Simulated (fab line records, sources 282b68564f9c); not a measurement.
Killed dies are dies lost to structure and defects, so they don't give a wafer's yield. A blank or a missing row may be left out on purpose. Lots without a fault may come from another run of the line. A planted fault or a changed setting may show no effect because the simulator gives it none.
fab line records | flow rit_cmos
record lots=5 wafers=15 last_day=7
route steps=202 shown PRETRO@67 GATE@75 FOX2@80 REOX@98 NLDD@103 M1@202
lots that met no fault: from a run of the same line without faults
start_h: hours from the record's first day to the start of the lot's first wafer shown | wait_h: hours since the lot's step before | " the same as in the row above | L1.1+2: a row that stands for several wafers | - no value, or no start given | * or withheld: withheld | < > ~ a bound
route shown NAME@n: a module of which the file shows steps, and the number in the route of the first | usual: mean/standard deviation of fault-free wafers | same: alike in all rows | chamber/n: place in a boat | sites: the reading at each site | _std_site: their standard deviation | _edge_site: outer sites' mean less inner sites' | radius_mm: how far each site lies from the wafer's centre | mask NAME#n: copy n | behind: the tool/chamber that last shaped the wafer | hold: why the lot was held/for how many hours/how that ended | device: the transistor (n, p or np) that didn't switch | end of line: the same wafers' tests at the end of the route | a step without rows: its recipe alone | killed: dies lost to structure and defects at the first sort, not the wafer's yield | map: a wafer's dies, x killed, . not, _ none there
set.NAME: the setting as run; set.NAME@STEP: as run at that earlier step | model.NAME: the simulator's own value behind a step, which no gauge read
lots at some steps of the route; a table a step, a row a wafer
services: from which hour (start_h, from the record's first day; less than 0 if before it) a tool's chamber was out of use, for how many hours, and why
## steps
# step RIT_PRETRO_EXPOSE_03
# recipe mask_id=M5 na=0.57 target_cd_nm=43700 dose_mj=250
# step RIT_PRETRO_PEB_04
# recipe resist=NOVOLAK temp_c=withheld time_s=withheld
# step RIT_PRETRO_DEVELOP_05
# recipe resist=NOVOLAK develop_time_s=68 dev_temp_c=23
# step RIT_PRETRO_OVL_MEAS_06
# usual PRETRO_OVL=1.0/1.6
# columns lot.wafer tool chamber start_h wait_h PRETRO_OVL[nm]
L195.2 overlay-01 - 41.32 - 2.3
L195.3 " - " " 5.1
L195.5 " - " " 2.6
L202.4 overlay-01 - 73.82 - -2.3
L202.5 " - " " -1.2
L202.6 " - " " -3.1
L212.2 overlay-02 - 121.43 - 2.1
L212.4 " - " " 3.0
L212.6 " - " " 2.4
L216.1 overlay-02 - 144.06 - -0.6
L216.4 " - " " -0.7
L216.6 " - " " 1.0
L217.2 overlay-01 - 148.46 - 1.5
L217.4 " - " " 2.5
L217.5 " - " " 0.3
# step RIT_PRETRO_HARDBAKE_07
# recipe resist=NOVOLAK temp_c=140 time_s=120
# step RIT_PRETRO_IMPLANT_08
# recipe species=B energy_kev=45 dose_cm2=1.2e+13 tilt_deg=7
# step RIT_PRETRO_STRIP_09
# recipe chemistry=O2 time_s=180 resist=NOVOLAK platen_temp_c=withheld power_w=500 pressure_mtorr=4000 o2_flow_sccm=4000
# usual drypump_motor_current_A=5.5/0.47
# columns lot.wafer tool chamber start_h wait_h drypump_motor_current_A rf_hours_counter_h
L195.2 plasma_asher-01 1 41.87 0.1 5.3 25
L195.3 " 0 " " 5.8 -
L195.5 " 1 " " 5.4 -
L202.4 plasma_asher-01 1 74.30 0.1 5.4 -
L202.5 " 0 " " 5.7 -
L202.6 " 1 " " 5.4 -
L212.2 plasma_asher-04 1 121.86 0.1 5.7 50
L212.4 " 0 " " 6.3 -
L212.6 " 0 " " 6.3 -
L216.1 plasma_asher-03 1 144.50 0.1 5.4 50
L216.4 " 0 " " 4.9 -
L216.6 " 0 " " 4.9 -
L217.2 plasma_asher-03 0 148.89 0.1 4.8 51
L217.4 " 0 " " 4.8 -
L217.5 " 0 " " 4.8 -
# step RIT_PRETRO_TW_MEAS_10
# usual PRETRO_TW=476/4.7
# columns lot.wafer tool chamber start_h wait_h PRETRO_TW
L195.2 film_metro-04 - 42.06 0.1 480
L195.3 " - " " 481
L195.5 " - " " 483
L202.4 film_metro-02 - 74.44 0.1 478
L202.5 " - " " 479
L202.6 " - " " 478
L212.2 film_metro-03 - 122.05 0.1 473
L212.4 " - " " 473
L212.6 " - " " 473
L216.1 film_metro-03 - 144.67 0.1 473
L216.4 " - " " 470
L216.6 " - " " 470
L217.2 film_metro-03 - 149.07 0.1 468
L217.4 " - " " 473
L217.5 " - " " 470
# step RIT_GATE_WET_ETCH_00
# recipe chemistry=BOE target=SiO2 target_depth_nm=56 time_s=60 dry=n2_spin dilution=10:1 temp_c=21.5
# step RIT_GATE_CLEAN_01
# recipe chemistry=SC1 mix=3:3:50 time_s=600 temp_c=75
# step RIT_GATE_CLEAN_02
# recipe chemistry=dHF dilution=50:1 time_s=30
# step RIT_GATE_CLEAN_03
# recipe chemistry=SC2 mix=3:3:50 time_s=600 temp_c=75 dry=n2_spin
# step RIT_GATE_CLEAN_04
# recipe chemistry=dHF dilution=50:1 time_s=60 dry=n2_spin
# columns lot.wafer tool chamber start_h wait_h
L195.2+3+5 wet_bench-03 0 42.50 0.0
L202.4+5+6 wet_bench-04 1 75.06 0.0
L212.2+4+6 wet_bench-04 2 122.49 0.0
L216.1+4+6 wet_bench-03 2 145.14 0.0
L217.2+4+5 wet_bench-02 1 149.52 0.0
# step RIT_FOX2_THK_MEAS_91
# recipe reads=SiO2_of_FOX2_OXIDATION_00
# usual FIELD_OXIDE_LEFT_2_THK=255/6.5
# columns lot.wafer tool chamber start_h wait_h FIELD_OXIDE_LEFT_2_THK[nm]
L195.2 film_metro-04 - 42.53 0.0 264
L195.3 " - " " 262
L195.5 " - " " 261
L202.4 film_metro-04 - 75.12 0.0 254
L202.5 " - " " 263
L202.6 " - " " 251
L212.2 film_metro-04 - 122.53 0.0 254
L212.4 " - " " 257
L212.6 " - " " 259
L216.1 film_metro-03 - 145.17 0.0 253
L216.4 " - " " 251
L216.6 " - " " 253
L217.2 film_metro-04 - 149.55 0.0 254
L217.4 " - " " 251
L217.5 " - " " 253
# step RIT_GATE_OXIDATION_05
# recipe temp_c=900 ambient=O2 target_thk_a=30 ox_time_s=270
# step RIT_GATE_ANNEAL_06
# recipe temp_c=900 time_s=600 ambient=N2O
# step RIT_GATE_THK_MEAS_07
# recipe reads=SiO2_of_GATE_OXIDATION_05
# usual GATE_OXIDE_THK=3.01/0.066
# columns lot.wafer tool chamber start_h wait_h GATE_OXIDE_THK[nm]
L195.2 film_metro-04 - 43.92 0.0 3.04
L195.3 " - " " 3.04
L195.5 " - " " 3.07
L202.4 film_metro-03 - 77.18 0.0 2.93
L202.5 " - " " 2.88
L202.6 " - " " 2.89
L212.2 film_metro-01 - 125.90 0.0 3.09
L212.4 " - " " 2.99
L212.6 " - " " 3.04
L216.1 film_metro-04 - 147.84 0.0 3.08
L216.4 " - " " 3.05
L216.6 " - " " 3.13
L217.2 film_metro-03 - 151.34 0.0 3.09
L217.4 " - " " 3.11
L217.5 " - " " 3.09
# step RIT_GATE_CVD_08
# recipe material=poly-Si target_thk_nm=250 temp_c=610 precursor=SiH4 time_s=2220 pressure_mtorr=300 sih4_flow_sccm=100
# step RIT_GATE_THK_MEAS_09
# recipe reads=poly-Si_of_GATE_CVD_08
# usual GATE_POLY_THK=249.9/2.1
# columns lot.wafer tool chamber start_h wait_h GATE_POLY_THK[nm]
L195.2 film_metro-04 - 47.16 0.0 251.6
L195.3 " - " " 249.6
L195.5 " - " " 250.5
L202.4 film_metro-01 - 79.66 0.0 246.7
L202.5 " - " " 247.5
L202.6 " - " " 244.7
L212.2 film_metro-04 - 128.70 0.0 249.7
L212.4 " - " " 248.0
L212.6 " - " " 249.1
L216.1 film_metro-04 - 149.84 0.0 248.8
L216.4 " - " " 249.5
L216.6 " - " " 247.0
L217.2 film_metro-04 - 155.04 0.0 251.2
L217.4 " - " " 250.0
L217.5 " - " " 252.3
# step RIT_GATE_HMDS_10
# recipe prime_time_s=60 prime_temp_c=140
# step RIT_GATE_COAT_11
# recipe resist=NOVOLAK spin_rpm=4250 resist_thk_nm=850
# step RIT_GATE_SOFTBAKE_12
# recipe resist=NOVOLAK temp_c=90 time_s=60
# step RIT_GATE_EXPOSE_13
# recipe mask_id=M6 na=0.6 source_shape=conventional sigma_outer=0.6 target_cd_nm=150 dose_mj=380
# step RIT_GATE_PEB_14
# recipe resist=NOVOLAK temp_c=withheld time_s=withheld
# step RIT_GATE_DEVELOP_15
# recipe resist=NOVOLAK develop_time_s=50 dev_temp_c=23
# step RIT_GATE_CD_MEAS_16
# recipe target_cd_nm=150
# usual cd_nm=150.7/2.1
# columns lot.wafer tool chamber start_h wait_h cd_nm
L195.2 cd_sem-01 - 48.08 - 152.2
L195.3 " - " " 153.1
L195.5 " - " " 152.2
L202.4 cd_sem-02 - 80.60 - 153.7
L202.5 " - " " 154.4
L202.6 " - " " 153.9
L212.2 cd_sem-02 - 129.77 - 149.6
L212.4 " - " " 148.3
L212.6 " - " " 149.7
L216.1 cd_sem-01 - 150.81 - 153.0
L216.4 " - " " 150.7
L216.6 " - " " 151.7
L217.2 cd_sem-01 - 155.96 - 154.2
L217.4 " - " " 153.6
L217.5 " - " " 153.7
# step RIT_GATE_OVL_MEAS_17
# usual GATE_OVL=0.6/1.6
# columns lot.wafer tool chamber start_h wait_h GATE_OVL[nm]
L195.2 overlay-02 - 48.18 0.1 1.3
L195.3 " - " " 2.5
L195.5 " - " " 0.9
L202.4 overlay-01 - 80.68 0.1 -1.2
L202.5 " - " " -1.7
L202.6 " - " " -1.2
L212.2 overlay-01 - 129.88 0.1 2.7
L212.4 " - " " 2.7
L212.6 " - " " 2.6
L216.1 overlay-02 - 150.93 0.1 0.6
L216.4 " - " " 0.1
L216.6 " - " " 1.0
L217.2 overlay-02 - 156.07 0.1 -0.4
L217.4 " - " " -1.1
L217.5 " - " " 0.8
# step RIT_GATE_HARDBAKE_18
# recipe resist=NOVOLAK temp_c=140 time_s=60
# step RIT_GATE_ETCH_19
# recipe chemistry=SF6/CHF3/O2 time_s=165 SF6_flow_sccm=30 CHF3_flow_sccm=30 O2_flow_sccm=5 target=poly-Si pressure_mtorr=40 rf_w=160 target_depth_a=3125 over_etch_frac=0.25 stop_on=SiO2
# usual drypump_motor_current_A=5.6/0.63 oes_product_au=0.845/0.014 throttle_valve_pct=10.27/0.13
# columns lot.wafer tool chamber start_h wait_h drypump_motor_current_A oes_product_au rf_hours_counter_h throttle_valve_pct
L195.2 rie_si-02 3 48.45 0.1 6.0 0.833 29 10.32
L195.3 " 1 " " 5.8 0.837 120 10.32
L195.5 " 3 " " 6.0 0.824 - 10.33
L202.4 rie_si-01 0 80.85 0.1 4.9 0.816 66 10.37
L202.5 " 2 " " 4.9 0.856 - 10.19
L202.6 " 3 " " 6.6 0.845 - 10.07
L212.2 rie_si-01 3 130.06 0.1 6.6 0.854 45 10.05
L212.4 " 3 " " 6.6 0.847 - 10.05
L212.6 " 1 " " 6.1 0.834 - 10.19
L216.1 rie_si-01 0 151.11 0.1 4.9 0.826 67 10.37
L216.4 " 3 " " 6.6 0.851 45 10.04
L216.6 " 2 " " 4.9 0.851 - 10.20
L217.2 rie_si-02 2 156.25 0.1 5.7 0.857 2 10.20
L217.4 " 1 " " 5.8 0.836 121 10.32
L217.5 " 0 " " 4.8 0.868 - 10.47
# step RIT_GATE_STRIP_20
# recipe chemistry=O2 time_s=180 resist=NOVOLAK platen_temp_c=withheld power_w=500 pressure_mtorr=4000 o2_flow_sccm=4000
# usual drypump_motor_current_A=5.5/0.49
# columns lot.wafer tool chamber start_h wait_h drypump_motor_current_A rf_hours_counter_h
L195.2 plasma_asher-04 1 48.56 0.1 5.7 41
L195.3 " 1 " " 5.7 -
L195.5 " 0 " " 6.3 -
L202.4 plasma_asher-02 1 81.01 0.1 6.0 -
L202.5 " 0 " " 5.3 -
L202.6 " 1 " " 6.0 -
L212.2 plasma_asher-04 1 130.17 0.1 5.7 50
L212.4 " 1 " " 5.7 -
L212.6 " 0 " " 6.3 -
L216.1 plasma_asher-02 0 151.22 0.1 5.3 4
L216.4 " 0 " " 5.3 -
L216.6 " 1 " " 6.0 -
L217.2 plasma_asher-03 1 156.36 0.1 5.3 51
L217.4 " 1 " " 5.4 -
L217.5 " 1 " " 5.4 -
# step RIT_GATE_CD_MEAS_90
# recipe target_cd_nm=150
# usual cd_nm=150.7/2.2
# columns lot.wafer tool chamber start_h wait_h cd_nm
L195.2 cd_sem-02 - 48.75 0.1 152.1
L195.3 " - " " 153.0
L195.5 " - " " 152.2
L202.4 cd_sem-01 - 81.19 0.1 153.6
L202.5 " - " " 154.8
L202.6 " - " " 153.9
L212.2 cd_sem-01 - 130.36 0.1 149.2
L212.4 " - " " 148.1
L212.6 " - " " 150.0
L216.1 cd_sem-02 - 151.40 0.1 152.8
L216.4 " - " " 150.8
L216.6 " - " " 151.5
L217.2 cd_sem-02 - 156.55 0.1 154.1
L217.4 " - " " 154.0
L217.5 " - " " 153.6
# step RIT_REOX_CLEAN_00
# recipe chemistry=SC1 mix=3:3:50 time_s=600 temp_c=75
# step RIT_REOX_CLEAN_01
# recipe chemistry=dHF dilution=50:1 time_s=30
# step RIT_REOX_CLEAN_02
# recipe chemistry=SC2 mix=3:3:50 time_s=600 temp_c=75 dry=n2_spin
# step RIT_REOX_OXIDATION_03
# recipe temp_c=900 ambient=O2 target_thk_a=252 ox_time_s=5580
# step RIT_REOX_THK_MEAS_04
# recipe reads=SiO2_of_REOX_OXIDATION_03
# usual REOX_OXIDE_THK=25.1/0.43
# columns lot.wafer tool chamber start_h wait_h REOX_OXIDE_THK[nm]
L195.2 film_metro-02 - 52.22 0.0 25.0
L195.3 " - " " 25.3
L195.5 " - " " 24.9
L202.4 film_metro-02 - 85.88 0.0 24.5
L202.5 " - " " 24.9
L202.6 " - " " 24.7
L212.2 film_metro-02 - 133.40 0.0 25.1
L212.4 " - " " 25.1
L212.6 " - " " 25.0
L216.1 film_metro-04 - 155.16 0.0 25.9
L216.4 " - " " 25.9
L216.6 " - " " 25.5
L217.2 film_metro-04 - 160.98 0.0 25.5
L217.4 " - " " 25.4
L217.5 " - " " 25.4
# step RIT_NLDD_HMDS_00
# recipe prime_time_s=60 prime_temp_c=140
# step RIT_NLDD_COAT_01
# recipe resist=NOVOLAK spin_rpm=3250 resist_thk_nm=1000
# step RIT_NLDD_SOFTBAKE_02
# recipe resist=NOVOLAK temp_c=90 time_s=60
# step RIT_NLDD_EXPOSE_03
# recipe mask_id=M7 na=0.57 target_cd_nm=40700 dose_mj=250
# step RIT_NLDD_PEB_04
# recipe resist=NOVOLAK temp_c=withheld time_s=withheld
# step RIT_NLDD_DEVELOP_05
# recipe resist=NOVOLAK develop_time_s=50 dev_temp_c=23
# step RIT_M1_PROBE_99
# usual killed_at_contacts=0.1/0.31 killed_at_front_end=6.3/2.7 killed_dies=6.4/2.7 killed_open=3.3/2 killed_short=3/1.8
# same gross_dies=264 killed_at_M0_to_M3=0 killed_at_M4_up=0 killed_at_back_side=0 killed_at_other=0
# columns lot.wafer tool chamber start_h wait_h killed_at_contacts killed_at_front_end killed_dies killed_open killed_short
L195.2 prober-01 - 70.88 0.1 0 4 4 4 0
L195.3 prober-01 - 70.93 0.2 0 6 6 2 4
L195.5 prober-01 - 71.03 0.2 1 2 3 2 1
L202.4 prober-01 - 104.02 0.2 0 2 2 2 0
L202.5 prober-01 - 104.07 0.2 0 7 7 4 3
L202.6 prober-01 - 104.12 0.2 0 6 6 2 4
L212.2 prober-02 - 150.68 0.1 0 36 36 2 2
L212.4 prober-02 - 150.78 0.2 0 34 34 2 4
L212.6 prober-02 - 150.88 0.2 0 40 40 3 3
L216.1 prober-02 - 173.06 0.1 2 6 8 3 5
L216.4 prober-02 - 173.21 0.2 0 6 6 4 2
L216.6 prober-02 - 173.31 0.2 0 4 4 2 2
L217.2 prober-01 - 179.81 0.1 0 5 5 3 2
L217.4 prober-01 - 179.91 0.2 0 5 5 2 3
L217.5 prober-01 - 179.96 0.2 0 7 7 6 1
# killed by level:class
L195.2 FOX1:geometric_particle:open=2 GATE:geometric_particle:open=1 SPACER:geometric_particle:open=1
L195.3 SPACER:geometric_particle:short=2 SILICIDE:geometric_particle:short=2 GATE:geometric_particle:open=1 SPACER:geometric_particle:open=1
L195.5 GATE:geometric_particle:open=1 SILICIDE:geometric_particle:open=1 CONTACT:geometric_particle:short=1
L202.4 GATE:geometric_particle:open=2
L202.5 GATE:geometric_particle:short=2 FOX1:geometric_particle:open=1 FOX2:geometric_particle:open=1 GATE:geometric_particle:open=1 SPACER:geometric_particle:open=1 SPACER:geometric_particle:short=1
L202.6 GATE:geometric_particle:open=2 FOX1:geometric_particle:short=1 FOX2:geometric_particle:short=1 GATE:geometric_particle:short=1 REOX:geometric_particle:short=1
L212.2 GATE:unspecified=32 FOX1:geometric_particle:short=1 GATE:geometric_particle:open=1 REOX:geometric_particle:short=1 SPACER:geometric_particle:open=1
L212.4 GATE:unspecified=28 REOX:geometric_particle:short=2 FOX1:geometric_particle:open=1 GATE:geometric_particle:open=1 SPACER:geometric_particle:short=1 SILICIDE:geometric_particle:short=1
L212.6 GATE:unspecified=34 GATE:geometric_particle:short=2 FOX1:geometric_particle:open=1 GATE:geometric_particle:open=1 REOX:geometric_particle:short=1 SILICIDE:geometric_particle:open=1
L216.1 GATE:geometric_particle:short=2 GATE:geometric_particle:open=2 CONTACT:geometric_particle:short=2 SPACER:geometric_particle:short=1 SILICIDE:geometric_particle:open=1
L216.4 GATE:geometric_particle:open=3 FOX1:geometric_particle:short=1 GATE:geometric_particle:short=1 SPACER:geometric_particle:open=1
L216.6 GATE:geometric_particle:open=2 SPACER:geometric_particle:short=1 SILICIDE:geometric_particle:short=1
L217.2 REOX:geometric_particle:open=2 REOX:geometric_particle:short=2 GATE:geometric_particle:open=1
L217.4 GATE:geometric_particle:short=3 SPACER:geometric_particle:open=1 SILICIDE:geometric_particle:open=1
L217.5 GATE:geometric_particle:open=4 SPACER:geometric_particle:open=2 FOX1:geometric_particle:short=1
# map L212.6 (x killed, . not)
________......._______
_____...x.......x.____
____...............___
___.................__
__..................._
__..................._
_..........xx.x.......
_.........xxxxx.......
_......x..xxxxx.......
_....x...xxxxxxx..x...
__.......xxxxxxx....._
__......xxxxx.x......_
___...............x.__
____...............___
_____.............____
________x......_______
# map L202.5 (x killed, . not)
________......._______
_____.......x.....____
____...............___
___.....x...........__
__..x................_
__..................._
_.....................
_.....................
_..............x......
_.x.........x.........
__..................._
__..................._
___.................__
____...............___
_____.............____
________.x....._______
## services
# columns tool chamber start_h hours kind
rie_si-01 0 63.26 6.8 repair
rie_si-02 2 64.25 13.1 repair
plasma_asher-04 - 68.49 0.4 repair
rie_si-02 3 108.70 10.5 repair
plasma_asher-02 - 108.75 9.0 pm
plasma_asher-02 0 108.75 9.0 vent_cycle
plasma_asher-02 1 108.75 9.0 vent_cycle
plasma_asher-02 0 117.75 - clean
plasma_asher-02 1 117.75 - clean
rie_si-01 0 129.65 5.6 repair
plasma_asher-04 - 144.55 14.6 pm
plasma_asher-03 - 153.05 2.8 pm
## key
first_sign step=RIT_M1_PROBE_99 reading=killed_dies direction=up sigmas=11 usual=6.4 struck=36.7
effect step=RIT_M1_PROBE_99 reading=killed_at_front_end direction=up sigmas=11 usual=6.3 struck=36.7
met_at RIT_GATE_CLEAN_04
struck_wafers L212.2,L212.4,L212.6
tester_left_out L212
also_fits RIT_PRETRO_STRIP_09:plasma_asher-04,RIT_GATE_STRIP_20:plasma_asher-04
fault kind=chamber_particle_source tool=wet_bench-04 chamber=2 onset_h=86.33 steps=RIT_GATE_CLEAN_04 rate_per_visit_cm2=0.65674 end_h=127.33
# tester_left_out: of these lots the tester's yield and bins aren't shown, on N5 and GAA mostly nor the transistor test; their killed dies are dies lost to structure and defects alone, not to doping, threshold or leakage, so they don't give the yield
